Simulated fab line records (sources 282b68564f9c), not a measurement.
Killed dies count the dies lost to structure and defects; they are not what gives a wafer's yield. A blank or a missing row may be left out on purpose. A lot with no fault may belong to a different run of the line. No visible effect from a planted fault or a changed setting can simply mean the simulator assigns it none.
What tool caused it?    flow rit_cmos    42 wafers sampled from 14 lots at 1 step of a route of 202

== WHAT EACH GAUGE READ, for each wafer ==
Not one reading of a measure or inspect step in the record can be checked against a usual standard deviation.

== EACH LOT AND THE TOOL THAT RAN IT (in order: tool; ch and the chambers of the sampled wafers; start) ==
lot   RIT_GATE_ETCH_19
L430  rie_si-02 ch 0,2, day 2 12:32
L433  rie_si-01 ch 2,3, day 3 05:29
L434  rie_si-02 ch 2,3, day 3 09:29
L435  rie_si-01 ch 0,1,3, day 3 13:42
L437  rie_si-01 ch 0,1,2, day 4 04:22
L438  rie_si-02 ch 2,3, day 4 06:34
L439  rie_si-01 ch 0,3, day 4 09:54
L440  rie_si-02 ch 0,1,2, day 4 15:50
L441  rie_si-01 ch 1,3, day 4 21:19
L442  rie_si-02 ch 1,2,3, day 5 02:20
L443  rie_si-01 ch 0,3, day 5 11:07
L444  rie_si-02 ch 0,2,3, day 5 13:19
L447  rie_si-01 ch 0,2, day 6 06:19
L449  rie_si-01 ch 0,1, day 6 13:49
- RIT_GATE_ETCH_19: etches poly-Si in SF6/CHF3/O2, stops on SiO2, time 165 s, target depth 312.5 nm.

== WHAT THE TOOLS THEMSELVES READ (means of the sampled wafers that have a number; where no wafer has one, the mark that the record gives instead) ==
RIT_GATE_ETCH_19. Usual: drypump_motor_current_A 5.6 A, standard deviation 0.38; oes_product_au 0.843 a.u., standard deviation 0.013; throttle_valve_pct 10.26 %, standard deviation 0.11.
lot   tool       drypump_motor_current_A (A)  oes_product_au (a.u.)  throttle_valve_pct (%)  flag
L430  rie_si-02  5.8                          0.853                  10.28                   
L433  rie_si-01  5.9                          0.854                  10.14                   
L434  rie_si-02  5.6                          0.842                  10.36                   
L435  rie_si-01  5.4                          0.835                  10.30                   
L437  rie_si-01  5.5                          0.854                  10.23                   
L438  rie_si-02  5.4                          0.848                  10.32                   
L439  rie_si-01  5.4                          0.848                  10.29                   
L440  rie_si-02  5.9                          0.840                  10.24                   
L441  rie_si-01  5.5                          0.827                  10.34                   
L442  rie_si-02  5.7                          0.840                  10.25                   
L443  rie_si-01  5.2                          0.853                  10.27                   
L444  rie_si-02  5.6                          0.835                  10.30                   
L447  rie_si-01  5.6                          0.820                  10.13                   
L449  rie_si-01  5.1                          0.810                  10.29                   

== THE ANSWER, worked out from the rows above alone ==
Rule: a lot is off if the mean of its wafers that have a number lies more than 3 standard deviations from the usual mean. Also off: a lot with no number at a reading for which 4 or more lots have one. Where the step has rows for the other lots, those lots are counted as sound. First the gauges in route order, then the tools' own readings, where a lot's mean is used as printed above. At the first step where some lot is off, the reading lying furthest off is the one used; lots without a number count as furthest.
No lot is off on any of the readings shown, so nothing can be concluded from this.

== WHAT HAD BEEN PUT IN BY THE SIMULATOR ==
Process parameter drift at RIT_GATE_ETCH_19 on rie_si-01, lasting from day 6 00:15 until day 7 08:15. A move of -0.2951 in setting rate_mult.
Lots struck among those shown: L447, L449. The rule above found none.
